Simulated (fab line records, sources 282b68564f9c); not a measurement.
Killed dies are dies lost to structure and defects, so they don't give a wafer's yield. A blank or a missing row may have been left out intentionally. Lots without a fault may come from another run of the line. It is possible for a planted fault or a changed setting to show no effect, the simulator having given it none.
Code-filled problem report in 8D (eight disciplines) form	flow rit-cmos	the parts of the form that need people (team, actions taken, sign-off) are left out

1. WHAT IS WRONG
Mean SPACER_NITRIDE_THK at RIT_SPACER_THK_MEAS_04: 266.3 nm over 9 wafers in 3 lots; fault-free wafers: 250.5 nm, standard deviation 2. That is +7.9 standard deviations from the usual mean.
First observed at day 6 11:14: wafer L553.2, on film-metro-04. The record holds 45 wafers of 15 lots with a number at this step. By rule, "out" or "out of limits" means more than 4 standard deviations away from the usual mean. Any other wafer with a number is counted as sound.

2. WHAT THIS IS AND IS NOT
question	is	is not
which readings at this step	SPACER_NITRIDE_THK	-
which lots	L553, L554, L558	L536, L537, L538, L540, L541, L542, L544, L546, L547, L551, L552, L557
which wafers of those lots	all that have a number	-
read on which gauges	film-metro-04	film-metro-01, film-metro-02
when	from day 6 11:14	up to then (33 sound wafers); but 3 sound wafers of L557 came after

3. WHAT RULES OUT EACH SUSPECT
Counting: a tool at a process step up to the reading stays a suspect if it ran every lot that is out and no sound lot after the first of them.
- the gauge at RIT_SPACER_THK_MEAS_04: ruled out. All the wafers that are out were read on film-metro-04, but those of them that RIT_SPACER_CVD_03 has rows for are out there too, on other tools.
- lpcvd-02 at RIT_SPACER_CVD_03 (deposits Si3N4 from SiH2Cl2/NH3, target thk 250 nm, time 3300 s): kept. It processed each lot that is out, first L553 at day 6 09:18, and no sound lot thereafter; up to then, the last sound lot it processed was L551 at day 5 22:22. Its own readings are out on those wafers: sih2cl2-flow-sccm.
The count leaves lpcvd-02 at RIT_SPACER_CVD_03.

4. THE CAUSE (what the simulator had put in)
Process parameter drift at RIT_SPACER_CVD_03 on lpcvd-02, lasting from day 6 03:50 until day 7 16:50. Setting sih2cl2-flow-sccm shifted by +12 from 60. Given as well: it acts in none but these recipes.
This tool alone remained once counting was done.

5. SEQUENCE OF EFFECTS, ordered by route
Each row: a reading where the mean over the struck wafers with a number is more than 3 standard deviations away from the usual. Readings are gone through only where the record gives a usual standard deviation; hours: the median, over the lots, of the time from a lot's start at the first step in this table giving one to that lot's start at this step; sigmas: the change measured in usual standard deviations.
hours	step	reading	usual	on struck wafers	change	sigmas
0	RIT_SPACER_CVD_03	sih2cl2-flow-sccm	60.02 sccm	72.05	+12.03	+67
2	RIT_SPACER_THK_MEAS_04	SPACER_NITRIDE_THK	250.5 nm	266.3	+15.8	+7.9
Here are the process steps it includes:
- RIT_SPACER_CVD_03: deposits Si3N4 from SiH2Cl2/NH3, target thk 250 nm, time 3300 s.

6. WHAT WOULD HAVE CAUGHT IT SOONER
Counted from the fault's start at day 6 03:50, it took 7 hours until the first out-of-limits reading at a measuring or inspecting step in this record, taken at day 6 11:14.
The tool's own readings at RIT_SPACER_CVD_03 were out on every struck wafer that the step has a row for (sih2cl2-flow-sccm): an alarm limit on them would have fired on the first of those.
Lots out: 3; of these, L554, L558 started RIT_SPACER_CVD_03 on lpcvd-02 after day 6 11:14. A hold on the tool at that time would have spared those 2.
